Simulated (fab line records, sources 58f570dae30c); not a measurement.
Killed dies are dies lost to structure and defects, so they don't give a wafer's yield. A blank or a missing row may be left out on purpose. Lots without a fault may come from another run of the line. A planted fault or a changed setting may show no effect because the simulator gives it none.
fab line records | flow berkeley_cmos170
record lots=5 wafers=15 last_day=12
route steps=331 shown PWELL@42 WELLDRIVE@55 ACTIVE@60
lots that met no fault: from a run of the same line without faults
start_h: hours from the record's first day to the start of the lot's first wafer shown | wait_h: hours since the lot's step before | " the same as in the row above | L1.1+2: a row that stands for several wafers | - no value, or no start given | * or withheld: withheld | < > ~ a bound
route shown NAME@n: a module of which the file shows steps, and the number in the route of the first | usual: mean/standard deviation of fault-free wafers | same: alike in all rows | chamber/n: place in a boat | sites: the reading at each site | _std_site: their standard deviation | _edge_site: outer sites' mean less inner sites' | radius_mm: how far each site lies from the wafer's centre | mask NAME#n: copy n | behind: the tool/chamber that last shaped the wafer | hold: why the lot was held/for how many hours/how that ended | device: the transistor (n, p or np) that didn't switch | end of line: the same wafers' tests at the end of the route | a step without rows: its recipe alone | killed: dies lost to structure and defects at the first sort, not the wafer's yield | map: a wafer's dies, x killed, . not, _ none there
set.NAME: the setting as run; set.NAME@STEP: as run at that earlier step | model.NAME: the simulator's own value behind a step, which no gauge read
lots at some steps of the route; a table a step, a row a wafer
services: from which hour (start_h, from the record's first day; less than 0 if before it) a tool's chamber was out of use, for how many hours, and why
## steps
# step UCB170_PWELL_COAT_08
# recipe resist=KrF spin_rpm=1500 resist_thk_nm=900
# usual chill_plate_temp_C=22.95/0.098 resist_line_temp_C=23.01/0.12
# columns lot.wafer tool chamber start_h wait_h chill_plate_temp_C resist_line_temp_C
L076.1 litho_track-03 0 68.32 0.1 22.94 22.85
L076.2 " 0 " " 22.95 22.93
L076.3 " 0 " " 22.98 22.96
L081.2 litho_track-02 0 90.44 0.1 23.01 22.97
L081.3 " 0 " " 22.97 22.95
L081.4 " 0 " " 22.96 23.02
L083.2 litho_track-02 0 94.80 0.1 22.99 23.08
L083.4 " 0 " " 22.87 23.06
L083.6 " 0 " " 23.03 22.98
L087.3 litho_track-02 0 121.56 0.1 22.97 22.92
L087.4 " 0 " " 22.99 23.20
L087.5 " 0 " " 22.88 23.13
L089.1 litho_track-01 0 133.11 0.1 22.98 22.87
L089.2 " 0 " " 23.06 22.96
L089.3 " 0 " " 23.03 23.00
# step UCB170_PWELL_SOFTBAKE_09
# recipe resist=KrF temp_c=130 time_s=60
# usual chill_plate_temp_C=23.00/0.12 resist_line_temp_C=23.01/0.1
# columns lot.wafer tool chamber start_h wait_h chill_plate_temp_C resist_line_temp_C
L076.1 litho_track-03 0 68.47 0.1 22.88 23.11
L076.2 " 0 " " 23.04 23.04
L076.3 " 0 " " 22.84 23.03
L081.2 litho_track-02 0 90.59 0.1 23.19 22.81
L081.3 " 0 " " 23.23 22.83
L081.4 " 0 " " 23.00 22.83
L083.2 litho_track-02 0 94.95 0.1 23.00 22.92
L083.4 " 0 " " 23.17 23.00
L083.6 " 0 " " 23.06 22.91
L087.3 litho_track-02 0 121.71 0.1 23.08 22.94
L087.4 " 0 " " 22.87 22.90
L087.5 " 0 " " 23.09 22.80
L089.1 litho_track-01 0 133.26 0.1 22.97 23.08
L089.2 " 0 " " 22.80 22.98
L089.3 " 0 " " 22.94 23.09
# step UCB170_PWELL_EXPOSE_10
# recipe mask_id=PWELL target_cd_nm=3000 na=0.5 sigma_outer=0.6 source_shape=conventional dose_mj=19
# usual stage_vel_mm_s=500.01/0.22
# columns lot.wafer tool chamber start_h wait_h mask stage_vel_mm_s
L076.1 krf_scanner-01 0 68.62 0.1 PWELL#0 499.90
L076.2 " 0 " " PWELL#0 499.80
L076.3 " 0 " " PWELL#0 499.77
L081.2 krf_scanner-02 0 90.95 0.3 PWELL#0 500.09
L081.3 " 0 " " PWELL#0 500.11
L081.4 " 0 " " PWELL#0 500.26
L083.2 krf_scanner-01 0 95.22 0.2 PWELL#0 499.33
L083.4 " 0 " " PWELL#0 499.86
L083.6 " 0 " " PWELL#0 499.96
L087.3 krf_scanner-01 0 121.98 0.2 PWELL#0 500.09
L087.4 " 0 " " PWELL#0 500.14
L087.5 " 0 " " PWELL#0 499.88
L089.1 krf_scanner-01 0 133.54 0.2 PWELL#0 499.45
L089.2 " 0 " " PWELL#0 499.65
L089.3 " 0 " " PWELL#0 499.76
# step UCB170_PWELL_PEB_11
# recipe peb_temp_c=130 peb_time_s=withheld resist=KrF
# usual chill_plate_temp_C=23.01/0.09 resist_line_temp_C=23.00/0.1
# columns lot.wafer tool chamber start_h wait_h chill_plate_temp_C resist_line_temp_C
L076.1 litho_track-01 0 68.97 0.3 23.03 22.85
L076.2 " 0 " " 22.96 23.22
L076.3 " 0 " " 23.14 22.85
L081.2 litho_track-02 0 91.55 0.6 23.17 23.05
L081.3 " 0 " " 23.23 23.07
L081.4 " 0 " " 23.04 23.02
L083.2 litho_track-01 0 95.34 0.1 23.11 22.89
L083.4 " 0 " " 23.12 22.87
L083.6 " 0 " " 23.10 23.10
L087.3 litho_track-01 0 122.36 0.4 23.01 23.16
L087.4 " 0 " " 22.92 23.03
L087.5 " 0 " " 23.06 23.09
L089.1 litho_track-03 0 133.84 0.3 22.88 22.87
L089.2 " 0 " " 23.14 22.95
L089.3 " 0 " " 23.04 23.10
# step UCB170_PWELL_DEVELOP_12
# recipe developer=TMAH develop_time_s=45 resist=KrF dev_temp_c=21
# usual chill_plate_temp_C=23.00/0.1 resist_line_temp_C=23.00/0.11
# columns lot.wafer tool chamber start_h wait_h chill_plate_temp_C resist_line_temp_C
L076.1 litho_track-01 0 - - 22.89 23.05
L076.2 " 0 " " 22.94 23.12
L076.3 " 0 " " 22.89 23.12
L081.2 litho_track-02 0 - - 22.99 22.92
L081.3 " 0 " " 22.82 22.99
L081.4 " 0 " " 23.01 22.87
L083.2 litho_track-01 0 - - 22.94 23.33
L083.4 " 0 " " 23.07 23.13
L083.6 " 0 " " 22.81 22.98
L087.3 litho_track-01 0 - - 22.83 23.11
L087.4 " 0 " " 22.97 22.85
L087.5 " 0 " " 22.98 23.07
L089.1 litho_track-03 0 - - 23.11 22.96
L089.2 " 0 " " 23.02 22.95
L089.3 " 0 " " 23.01 23.05
# step UCB170_PWELL_OVL_MEAS_13
# usual PWELL_OVL=3/6.1
# columns lot.wafer tool chamber start_h wait_h PWELL_OVL[nm]
L076.1 overlay-02 - 69.25 - 17
L076.2 " - " " 1
L076.3 " - " " 6
L081.2 overlay-02 - 91.81 - 3
L081.3 " - " " -3
L081.4 " - " " 4
L083.2 overlay-01 - 95.60 - -4
L083.4 " - " " 4
L083.6 " - " " -2
L087.3 overlay-01 - 122.60 - -2
L087.4 " - " " 2
L087.5 " - " " 10
L089.1 overlay-02 - 134.12 - 2
L089.2 " - " " -4
L089.3 " - " " 8
# step UCB170_PWELL_ETCH_14
# recipe chemistry=CH3F/Ar/O2 target=Si3N4 stop_on=SiO2 CH3F_flow_sccm=20 Ar_flow_sccm=50 O2_flow_sccm=7 pressure_mtorr=50 rf_w=450 target_depth_a=2420 over_etch_frac=0.1 time_s=151
# usual drypump_motor_current_A=5.9/0.37 oes_product_au=0.939/0.018 throttle_valve_pct=8.05/0.11
# columns lot.wafer tool chamber start_h wait_h drypump_motor_current_A oes_product_au rf_hours_counter_h throttle_valve_pct
L076.1 rie_diel-03 3 69.29 0.0 6.0 0.959 151 7.95
L076.2 " 1 " " 5.5 0.952 85 8.00
L076.3 " 2 " " 6.4 0.931 123 8.22
L081.2 rie_diel-03 2 91.84 0.0 6.4 0.942 124 8.21
L081.3 " 3 " " 6.0 0.955 152 7.94
L081.4 " 0 " " 5.6 0.916 32 8.11
L083.2 rie_diel-03 1 95.63 0.0 5.5 0.945 86 7.99
L083.4 " 3 " " 6.0 0.946 152 7.95
L083.6 " 2 " " 6.4 0.918 - 8.20
L087.3 rie_diel-04 1 122.62 0.0 6.6 0.944 57 8.07
L087.4 " 3 " " 6.3 0.922 45 8.25
L087.5 " 0 " " 5.7 0.946 - 8.09
L089.1 rie_diel-04 1 134.16 0.0 6.6 0.940 58 8.07
L089.2 " 0 " " 5.7 0.957 106 8.09
L089.3 " 2 " " 6.4 0.953 153 7.85
# step UCB170_PWELL_IMPLANT_15
# recipe species=B dose_cm2=5e+12 energy_kev=60 tilt_deg=7
# columns lot.wafer tool chamber start_h wait_h
L076.1+2+3 implanter-03 0 69.39 0.1
L081.2+3+4 implanter-02 0 91.97 0.1
L083.2+4+6 implanter-02 0 95.75 0.1
L087.3+4+5 implanter-01 0 122.77 0.1
L089.1+2+3 implanter-01 0 134.26 0.1
# step UCB170_PWELL_STRIP_16
# recipe chemistry=O2 power_w=400 pressure_mtorr=3500 platen_temp_c=withheld o2_flow_sccm=400 overash_fraction=0.5
# usual drypump_motor_current_A=5.6/0.51 oes_product_au=0.720/0.005 strip_time_to_endpoint_s=18.09/0.087
# columns lot.wafer tool chamber start_h wait_h drypump_motor_current_A oes_product_au rf_hours_counter_h strip_time_to_endpoint_s
L076.1 plasma_asher-04 1 69.54 0.1 5.9 0.728 29 18.16
L076.2 " 0 " " 6.4 0.724 29 18.17
L076.3 " 0 " " 6.4 0.719 - 18.23
L081.2 plasma_asher-03 0 92.09 0.1 4.9 0.720 41 18.00
L081.3 " 0 " " 4.9 0.723 - 18.09
L081.4 " 1 " " 5.3 0.716 - 18.04
L083.2 plasma_asher-03 1 95.88 0.1 5.3 0.711 41 18.07
L083.4 " 1 " " 5.3 0.715 - 18.03
L083.6 " 0 " " 4.9 0.720 - 18.07
L087.3 plasma_asher-03 0 122.91 0.1 4.9 0.729 - 17.97
L087.4 " 1 " " 5.4 0.725 - 17.91
L087.5 " 0 " " 4.9 0.724 - 18.02
L089.1 plasma_asher-04 1 134.41 0.1 5.9 0.717 2 18.20
L089.2 " 0 " " 6.4 0.716 2 18.34
L089.3 " 1 " " 5.9 0.726 - 18.16
# step UCB170_PWELL_TW_MEAS_17
# usual PWELL_TW=377.1/2.5
# columns lot.wafer tool chamber start_h wait_h PWELL_TW
L076.1 film_metro-03 - 69.64 0.1 375.6
L076.2 " - " " 375.7
L076.3 " - " " 376.3
L081.2 film_metro-03 - 92.20 0.1 375.7
L081.3 " - " " 374.9
L081.4 " - " " 376.3
L083.2 film_metro-03 - 95.99 0.1 376.6
L083.4 " - " " 374.3
L083.6 " - " " 377.2
L087.3 film_metro-01 - 122.99 0.1 378.9
L087.4 " - " " 378.3
L087.5 " - " " 379.2
L089.1 film_metro-01 - 134.51 0.1 378.7
L089.2 " - " " 378.6
L089.3 " - " " 379.6
# step UCB170_PWELL_CLEAN_18
# recipe chemistry=SPM temp_c=120 time_s=600
# usual temp_c=119.97/0.15
# columns lot.wafer tool chamber start_h wait_h temp_c
L076.1 wet_bench-03 2 69.70 0.1 120.11
L076.2 " 2 " " 119.93
L076.3 " 2 " " 119.88
L081.2 wet_bench-02 3 92.46 0.2 120.02
L081.3 " 3 " " 120.21
L081.4 " 3 " " 119.97
L083.2 wet_bench-03 3 96.47 0.5 119.84
L083.4 " 3 " " 120.11
L083.6 " 3 " " 119.98
L087.3 wet_bench-01 3 123.03 0.0 120.09
L087.4 " 3 " " 119.92
L087.5 " 3 " " 120.16
L089.1 wet_bench-01 2 134.57 0.1 120.15
L089.2 " 2 " " 120.45
L089.3 " 2 " " 120.15
# step UCB170_PWELL_WET_ETCH_19
# recipe chemistry=H3PO4 target=Si3N4 temp_c=160 time_s=14400
# usual temp_c=160.01/0.14
# columns lot.wafer tool chamber start_h wait_h temp_c
L076.1 wet_bench-03 2 69.87 0.0 160.11
L076.2 " 2 " " 160.00
L076.3 " 2 " " 159.98
L081.2 wet_bench-02 3 92.83 0.2 159.93
L081.3 " 3 " " 159.91
L081.4 " 3 " " 160.07
L083.2 wet_bench-01 3 96.80 0.1 159.91
L083.4 " 3 " " 159.94
L083.6 " 3 " " 159.98
L087.3 wet_bench-01 1 123.21 0.0 159.93
L087.4 " 1 " " 160.01
L087.5 " 1 " " 159.61
L089.1 wet_bench-03 3 134.74 0.0 159.84
L089.2 " 3 " " 159.96
L089.3 " 3 " " 159.95
# step UCB170_PWELL_WET_ETCH_20
# recipe chemistry=BOE dilution=5:1 target=SiO2 temp_c=25 time_s=22
# usual temp_c=24.97/0.1
# columns lot.wafer tool chamber start_h wait_h temp_c
L076.1 wet_bench-03 2 74.40 0.5 25.03
L076.2 " 2 " " 24.85
L076.3 " 2 " " 24.84
L081.2 wet_bench-02 1 96.92 0.1 25.08
L081.3 " 1 " " 25.06
L081.4 " 1 " " 25.30
L083.2 wet_bench-02 1 100.81 0.0 24.92
L083.4 " 1 " " 24.96
L083.6 " 1 " " 25.14
L087.3 wet_bench-01 0 127.46 0.2 24.81
L087.4 " 0 " " 25.04
L087.5 " 0 " " 25.14
L089.1 wet_bench-03 2 139.10 0.3 25.01
L089.2 " 2 " " 24.97
L089.3 " 2 " " 24.85
# step UCB170_WELLDRIVE_CLEAN_00
# recipe chemistry=SPM temp_c=120 time_s=600
# usual temp_c=120.02/0.14
# columns lot.wafer tool chamber start_h wait_h temp_c
L076.1 wet_bench-03 0 74.48 0.1 119.91
L076.2 " 0 " " 120.01
L076.3 " 0 " " 120.02
L081.2 wet_bench-03 2 97.00 0.1 119.99
L081.3 " 2 " " 120.01
L081.4 " 2 " " 119.95
L083.2 wet_bench-01 3 100.82 0.0 119.98
L083.4 " 3 " " 119.95
L083.6 " 3 " " 119.86
L087.3 wet_bench-03 3 127.69 0.2 120.02
L087.4 " 3 " " 120.17
L087.5 " 3 " " 119.71
L089.1 wet_bench-01 2 140.89 1.8 119.97
L089.2 " 2 " " 119.93
L089.3 " 2 " " 119.87
# step UCB170_WELLDRIVE_OXIDATION_01
# recipe temp_c=1100 ambient=O2 target_thk_a=1990 ox_time_s=9000
# usual spike_tc_load_C=1126.9/1.3
# columns lot.wafer tool chamber start_h wait_h spike_tc_load_C
L076.1 furnace-04 0 77.30 2.6 1127.4
L076.2 " 0 " " 1129.4
L076.3 " 0 " " 1126.5
L081.2 furnace-01 0 97.93 0.8 1127.0
L081.3 " 0 " " 1125.9
L081.4 " 0 " " 1125.9
L083.2 furnace-04 0 106.12 5.1 1125.9
L083.4 " 0 " " 1129.1
L083.6 " 0 " " 1126.9
L087.3 furnace-04 0 133.28 5.4 1126.5
L087.4 " 0 " " 1129.1
L087.5 " 0 " " 1128.5
L089.1 furnace-02 0 143.81 2.7 1127.8
L089.2 " 0 " " 1126.0
L089.3 " 0 " " 1128.0
# step UCB170_WELLDRIVE_THK_MEAS_02
# recipe reads=SiO2_of_WELLDRIVE_OXIDATION_01
# usual WELLDRIVE_OXIDE_THK=200/3.4
# columns lot.wafer tool chamber start_h wait_h WELLDRIVE_OXIDE_THK[nm]
L076.1 film_metro-02 - 80.80 0.0 196
L076.2 " - " " 201
L076.3 " - " " 200
L081.2 film_metro-04 - 101.44 0.0 200
L081.3 " - " " 196
L081.4 " - " " 197
L083.2 film_metro-03 - 109.63 0.0 203
L083.4 " - " " 206
L083.6 " - " " 205
L087.3 film_metro-03 - 136.80 0.0 198
L087.4 " - " " 196
L087.5 " - " " 195
L089.1 film_metro-02 - 147.31 0.0 195
L089.2 " - " " 192
L089.3 " - " " 192
# step UCB170_WELLDRIVE_ANNEAL_03
# recipe temp_c=1100 time_s=900 ambient=N2
# usual spike_tc_load_C=1126.5/1.2
# columns lot.wafer tool chamber start_h wait_h spike_tc_load_C
L076.1 furnace-04 0 84.80 4.0 1127.5
L076.2 " 0 " " 1129.5
L076.3 " 0 " " 1127.1
L081.2 furnace-01 0 102.78 1.3 1125.3
L081.3 " 0 " " 1127.8
L081.4 " 0 " " 1124.7
L083.2 furnace-02 0 113.81 4.2 1126.7
L083.4 " 0 " " 1126.8
L083.6 " 0 " " 1126.5
L087.3 furnace-02 0 141.06 4.2 1123.7
L087.4 " 0 " " 1125.9
L087.5 " 0 " " 1128.5
L089.1 furnace-04 0 155.00 7.7 1128.8
L089.2 " 0 " " 1126.8
L089.3 " 0 " " 1128.3
# step UCB170_WELLDRIVE_WET_ETCH_04
# recipe chemistry=BOE dilution=5:1 target=SiO2 temp_c=25 time_s=120
# usual temp_c=24.99/0.13
# columns lot.wafer tool chamber start_h wait_h temp_c
L076.1 wet_bench-01 0 86.10 0.0 24.81
L076.2 " 0 " " 24.87
L076.3 " 0 " " 24.74
L081.2 wet_bench-03 3 104.97 0.9 24.84
L081.3 " 3 " " 24.91
L081.4 " 3 " " 25.03
L083.2 wet_bench-02 2 115.55 0.5 24.91
L083.4 " 2 " " 25.09
L083.6 " 2 " " 25.11
L087.3 wet_bench-02 0 142.31 0.0 24.94
L087.4 " 0 " " 24.93
L087.5 " 0 " " 24.89
L089.1 wet_bench-01 1 156.25 0.0 25.05
L089.2 " 1 " " 24.98
L089.3 " 1 " " 24.85
# step UCB170_ACTIVE_CLEAN_00
# recipe chemistry=SPM temp_c=120 time_s=600
# usual temp_c=120.00/0.14
# columns lot.wafer tool chamber start_h wait_h temp_c
L076.1 wet_bench-01 0 86.14 0.0 119.96
L076.2 " 0 " " 119.85
L076.3 " 0 " " 119.72
L081.2 wet_bench-02 0 105.02 0.0 120.02
L081.3 " 0 " " 119.92
L081.4 " 0 " " 119.93
L083.2 wet_bench-03 2 117.74 2.1 119.61
L083.4 " 2 " " 119.83
L083.6 " 2 " " 119.87
L087.3 wet_bench-02 1 142.35 0.0 119.95
L087.4 " 1 " " 120.13
L087.5 " 1 " " 119.78
L089.1 wet_bench-02 0 156.29 0.0 120.04
L089.2 " 0 " " 119.93
L089.3 " 0 " " 119.94
# step UCB170_ACTIVE_CLEAN_01
# recipe chemistry=dHF dilution=25:1 time_s=60
# columns lot.wafer tool chamber start_h wait_h
L076.1+2+3 wet_bench-03 1 86.60 0.3
L081.2+3+4 wet_bench-02 3 105.74 0.6
L083.2+4+6 wet_bench-03 0 118.28 0.4
L087.3+4+5 wet_bench-02 1 142.53 0.0
L089.1+2+3 wet_bench-03 0 156.48 0.0
# step UCB170_ACTIVE_OXIDATION_02
# recipe temp_c=1000 ambient=O2 target_thk_a=264 ox_time_s=1260
# usual spike_tc_load_C=1025.2/1.3
# columns lot.wafer tool chamber start_h wait_h spike_tc_load_C
L076.1 furnace-01 0 89.33 2.7 1024.0
L076.2 " 0 " " 1024.5
L076.3 " 0 " " 1024.4
L081.2 furnace-01 0 110.86 5.1 1023.2
L081.3 " 0 " " 1026.5
L081.4 " 0 " " 1022.5
L083.2 furnace-04 0 122.75 4.4 1026.5
L083.4 " 0 " " 1027.3
L083.6 " 0 " " 1028.1
L087.3 furnace-01 0 148.16 5.6 1023.3
L087.4 " 0 " " 1024.3
L087.5 " 0 " " 1024.3
L089.1 furnace-04 0 165.95 9.4 1025.6
L089.2 " 0 " " 1025.6
L089.3 " 0 " " 1027.3
# step UCB170_ACTIVE_THK_MEAS_03
# recipe reads=SiO2_of_ACTIVE_OXIDATION_02
# usual ACTIVE_OXIDE_THK=26.5/0.48
# columns lot.wafer tool chamber start_h wait_h ACTIVE_OXIDE_THK[nm]
L076.1 film_metro-02 - 90.68 0.0 27.0
L076.2 " - " " 26.9
L076.3 " - " " 27.1
L081.2 film_metro-04 - 112.22 0.0 26.7
L081.3 " - " " 27.4
L081.4 " - " " 26.9
L083.2 film_metro-02 - 124.11 0.0 26.2
L083.4 " - " " 26.7
L083.6 " - " " 26.6
L087.3 film_metro-02 - 149.53 0.0 26.9
L087.4 " - " " 27.1
L087.5 " - " " 27.0
L089.1 film_metro-02 - 167.30 0.0 26.4
L089.2 " - " " 26.3
L089.3 " - " " 25.7
# step UCB170_ACTIVE_ANNEAL_04
# recipe temp_c=1000 time_s=900 ambient=N2
# usual spike_tc_load_C=1025.6/1.5
# columns lot.wafer tool chamber start_h wait_h spike_tc_load_C
L076.1 furnace-01 0 92.01 1.3 1024.1
L076.2 " 0 " " 1024.6
L076.3 " 0 " " 1024.0
L081.2 furnace-02 0 116.56 4.3 1025.1
L081.3 " 0 " " 1026.3
L081.4 " 0 " " 1026.6
L083.2 furnace-01 0 128.15 4.0 1024.6
L083.4 " 0 " " 1024.6
L083.6 " 0 " " 1025.5
L087.3 furnace-04 0 157.50 8.0 1028.6
L087.4 " 0 " " 1025.8
L087.5 " 0 " " 1029.4
L089.1 furnace-04 0 178.48 11.2 1030.0
L089.2 " 0 " " 1026.7
L089.3 " 0 " " 1027.7
# step UCB170_ACTIVE_CVD_05
# recipe material=Si3N4 target_thk_nm=220 temp_c=800 precursor=SiH2Cl2/NH3 time_s=3300 pressure_mtorr=200 sih2cl2_flow_sccm=25 nh3_flow_sccm=75
# usual spike_tc_load_C=825.1/1.7
# columns lot.wafer tool chamber start_h wait_h spike_tc_load_C
L076.1 lpcvd-02 1 93.26 0.0 826.0
L076.2 " 1 " " 827.9
L076.3 " 1 " " 825.2
L081.2 lpcvd-01 1 117.81 0.0 823.8
L081.3 " 1 " " 825.3
L081.4 " 1 " " 824.4
L083.2 lpcvd-01 0 129.40 0.0 825.1
L083.4 " 0 " " 826.4
L083.6 " 0 " " 826.7
L087.3 lpcvd-02 1 158.75 0.0 827.1
L087.4 " 1 " " 827.2
L087.5 " 1 " " 826.0
L089.1 lpcvd-02 0 179.73 0.0 824.0
L089.2 " 0 " " 824.2
L089.3 " 0 " " 822.6
# step UCB170_ACTIVE_THK_MEAS_06
# recipe reads=Si3N4_of_ACTIVE_CVD_05
# usual ACTIVE_NITRIDE_THK=219.2/1.8
# columns lot.wafer tool chamber start_h wait_h ACTIVE_NITRIDE_THK[nm]
L076.1 film_metro-02 - 96.44 0.3 217.6
L076.2 " - " " 219.3
L076.3 " - " " 218.2
L081.2 film_metro-04 - 119.74 0.0 221.2
L081.3 " - " " 221.6
L081.4 " - " " 219.8
L083.2 film_metro-01 - 131.32 0.0 221.6
L083.4 " - " " 221.6
L083.6 " - " " 221.5
L087.3 film_metro-04 - 160.68 0.0 215.5
L087.4 " - " " 216.4
L087.5 " - " " 217.3
L089.1 film_metro-04 - 181.65 0.0 219.5
L089.2 " - " " 220.8
L089.3 " - " " 221.6
# step UCB170_ACTIVE_HMDS_07
# recipe prime_time_s=60 prime_temp_c=100
# usual chill_plate_temp_C=22.99/0.088 resist_line_temp_C=23.01/0.1
# columns lot.wafer tool chamber start_h wait_h chill_plate_temp_C resist_line_temp_C
L076.1 litho_track-01 0 97.52 1.1 23.09 23.05
L076.2 " 0 " " 22.88 22.89
L076.3 " 0 " " 23.09 23.01
L081.2 litho_track-01 0 120.26 0.5 23.11 23.05
L081.3 " 0 " " 23.17 23.28
L081.4 " 0 " " 23.07 23.10
L083.2 litho_track-04 0 131.84 0.5 22.91 23.23
L083.4 " 0 " " 22.95 22.89
L083.6 " 0 " " 22.99 23.11
L087.3 litho_track-01 0 160.85 0.2 22.97 23.12
L087.4 " 0 " " 22.98 23.00
L087.5 " 0 " " 22.93 23.05
L089.1 litho_track-02 0 181.71 0.1 22.84 23.09
L089.2 " 0 " " 22.99 23.01
L089.3 " 0 " " 22.94 23.11
# step UCB170_ACTIVE_COAT_08
# recipe resist=KrF spin_rpm=1500 resist_thk_nm=900
# usual chill_plate_temp_C=23.00/0.11 resist_line_temp_C=23.00/0.11
# columns lot.wafer tool chamber start_h wait_h chill_plate_temp_C resist_line_temp_C
L076.1 litho_track-01 0 97.67 0.1 22.82 23.12
L076.2 " 0 " " 22.98 22.98
L076.3 " 0 " " 22.85 22.92
L081.2 litho_track-01 0 120.41 0.1 22.91 23.02
L081.3 " 0 " " 22.82 22.98
L081.4 " 0 " " 22.95 22.87
L083.2 litho_track-04 0 131.99 0.1 23.06 23.09
L083.4 " 0 " " 22.98 23.11
L083.6 " 0 " " 22.90 22.94
L087.3 litho_track-01 0 161.00 0.1 22.90 22.97
L087.4 " 0 " " 23.04 22.94
L087.5 " 0 " " 22.84 22.81
L089.1 litho_track-02 0 181.86 0.1 23.09 22.94
L089.2 " 0 " " 23.05 22.97
L089.3 " 0 " " 23.13 23.02
# step UCB170_ACTIVE_SOFTBAKE_09
# recipe resist=KrF temp_c=130 time_s=60
# usual chill_plate_temp_C=23.02/0.1 resist_line_temp_C=23.00/0.095
# columns lot.wafer tool chamber start_h wait_h chill_plate_temp_C resist_line_temp_C
L076.1 litho_track-01 0 97.82 0.1 23.12 23.04
L076.2 " 0 " " 23.17 23.12
L076.3 " 0 " " 23.11 23.11
L081.2 litho_track-01 0 120.56 0.1 22.95 22.87
L081.3 " 0 " " 23.06 22.81
L081.4 " 0 " " 23.04 22.95
L083.2 litho_track-04 0 132.14 0.1 23.11 23.05
L083.4 " 0 " " 22.93 23.00
L083.6 " 0 " " 23.00 23.14
L087.3 litho_track-01 0 161.15 0.1 22.91 23.08
L087.4 " 0 " " 22.93 22.89
L087.5 " 0 " " 22.84 23.06
L089.1 litho_track-02 0 182.01 0.1 22.86 22.87
L089.2 " 0 " " 22.94 22.93
L089.3 " 0 " " 23.09 23.03
# step UCB170_ACTIVE_EXPOSE_10
# recipe mask_id=ACTIVE target_cd_nm=1200 na=0.5 sigma_outer=0.6 source_shape=conventional dose_mj=20
# usual stage_vel_mm_s=500.02/0.28
# columns lot.wafer tool chamber start_h wait_h mask stage_vel_mm_s
L076.1 krf_scanner-01 0 98.09 0.2 ACTIVE#0 499.90
L076.2 " 0 " " ACTIVE#0 499.66
L076.3 " 0 " " ACTIVE#0 499.77
L081.2 krf_scanner-01 0 120.90 0.3 ACTIVE#0 500.18
L081.3 " 0 " " ACTIVE#0 500.54
L081.4 " 0 " " ACTIVE#0 500.18
L083.2 krf_scanner-02 0 132.29 0.1 ACTIVE#0 499.85
L083.4 " 0 " " ACTIVE#0 500.15
L083.6 " 0 " " ACTIVE#0 499.94
L087.3 krf_scanner-01 0 161.58 0.4 ACTIVE#0 500.10
L087.4 " 0 " " ACTIVE#0 500.16
L087.5 " 0 " " ACTIVE#0 499.99
L089.1 krf_scanner-02 0 182.28 0.2 ACTIVE#0 500.12
L089.2 " 0 " " ACTIVE#0 500.20
L089.3 " 0 " " ACTIVE#0 499.76
# step UCB170_ACTIVE_PEB_11
# recipe peb_temp_c=130 peb_time_s=withheld resist=KrF
# usual chill_plate_temp_C=23.01/0.1 resist_line_temp_C=22.99/0.11
# columns lot.wafer tool chamber start_h wait_h chill_plate_temp_C resist_line_temp_C
L076.1 litho_track-02 0 98.89 0.8 23.02 23.04
L076.2 " 0 " " 23.08 23.05
L076.3 " 0 " " 23.04 22.96
L081.2 litho_track-04 0 121.39 0.5 23.15 22.83
L081.3 " 0 " " 23.10 23.11
L081.4 " 0 " " 23.09 22.94
L083.2 litho_track-02 0 132.83 0.5 23.05 22.90
L083.4 " 0 " " 23.07 22.93
L083.6 " 0 " " 22.90 23.02
L087.3 litho_track-02 0 161.71 0.1 22.93 22.95
L087.4 " 0 " " 22.91 22.94
L087.5 " 0 " " 23.10 23.11
L089.1 litho_track-04 0 182.46 0.2 23.00 22.96
L089.2 " 0 " " 22.95 22.81
L089.3 " 0 " " 23.01 22.74
# step UCB170_ACTIVE_DEVELOP_12
# recipe developer=TMAH develop_time_s=45 resist=KrF dev_temp_c=21
# usual chill_plate_temp_C=22.99/0.1 resist_line_temp_C=22.98/0.1
# columns lot.wafer tool chamber start_h wait_h chill_plate_temp_C resist_line_temp_C
L076.1 litho_track-02 0 - - 22.96 22.93
L076.2 " 0 " " 22.83 23.18
L076.3 " 0 " " 22.90 23.03
L081.2 litho_track-04 0 - - 23.00 22.96
L081.3 " 0 " " 23.04 23.05
L081.4 " 0 " " 23.04 22.98
L083.2 litho_track-02 0 - - 23.00 22.97
L083.4 " 0 " " 22.89 22.86
L083.6 " 0 " " 22.86 22.85
L087.3 litho_track-02 0 - - 22.91 23.09
L087.4 " 0 " " 22.98 22.90
L087.5 " 0 " " 22.89 22.89
L089.1 litho_track-04 0 - - 22.99 22.98
L089.2 " 0 " " 23.04 23.01
L089.3 " 0 " " 23.07 22.87
# step UCB170_ACTIVE_CD_MEAS_13
# recipe target_cd_nm=1200
# usual cd_nm=1200.1/1.6
# columns lot.wafer tool chamber start_h wait_h cd_nm
L076.1 cd_sem-02 - 99.19 - 1196.4
L076.2 " - " " 1195.6
L076.3 " - " " 1195.6
L081.2 cd_sem-01 - 121.66 - 1200.1
L081.3 " - " " 1197.7
L081.4 " - " " 1199.0
L083.2 cd_sem-02 - 133.31 - 1200.6
L083.4 " - " " 1201.4
L083.6 " - " " 1200.6
L087.3 cd_sem-02 - 161.97 - 1201.6
L087.4 " - " " 1200.8
L087.5 " - " " 1199.8
L089.1 cd_sem-02 - 182.73 - 1201.9
L089.2 " - " " 1201.5
L089.3 " - " " 1202.4
# step UCB170_ACTIVE_OVL_MEAS_14
# usual ACTIVE_OVL=1/4.8
# columns lot.wafer tool chamber start_h wait_h ACTIVE_OVL[nm]
L076.1 overlay-01 - 99.31 0.1 2
L076.2 " - " " 6
L076.3 " - " " 5
L081.2 overlay-01 - 121.77 0.1 8
L081.3 " - " " 2
L081.4 " - " " 8
L083.2 overlay-02 - 133.44 0.1 -6
L083.4 " - " " -4
L083.6 " - " " 2
L087.3 overlay-01 - 162.06 0.1 1
L087.4 " - " " -2
L087.5 " - " " 6
L089.1 overlay-02 - 182.85 0.1 15
L089.2 " - " " 6
L089.3 " - " " 7
## services
# columns tool chamber start_h hours kind
rie_diel-03 2 45.43 1.7 repair
plasma_asher-04 - 49.41 1.7 repair
krf_scanner-02 - 61.48 1.1 repair
rie_diel-03 0 67.33 4.3 repair
krf_scanner-01 - 70.84 1.0 pm
wet_bench-02 - 81.59 1.9 pm
krf_scanner-02 - 95.61 1.0 pm
implanter-03 - 95.61 5.6 pm
krf_scanner-02 - 96.61 0.8 pm
krf_scanner-02 - 104.66 1.3 pm
plasma_asher-04 - 108.82 9.0 pm
plasma_asher-03 - 121.10 1.7 repair
krf_scanner-02 - 134.19 0.3 repair
implanter-01 - 142.29 6.2 repair
implanter-03 - 143.52 4.7 pm
furnace-02 - 147.31 48.1 pm
implanter-03 - 148.23 3.1 pm
rie_diel-03 3 153.23 - clean
rie_diel-03 3 153.23 12.4 scheduled_down
plasma_asher-03 - 158.02 0.4 repair
furnace-01 - 175.34 4.0 pm
rie_diel-03 2 175.45 9.5 repair
implanter-01 - 175.51 1.8 repair
krf_scanner-01 - 180.35 1.3 pm
## key
fault none
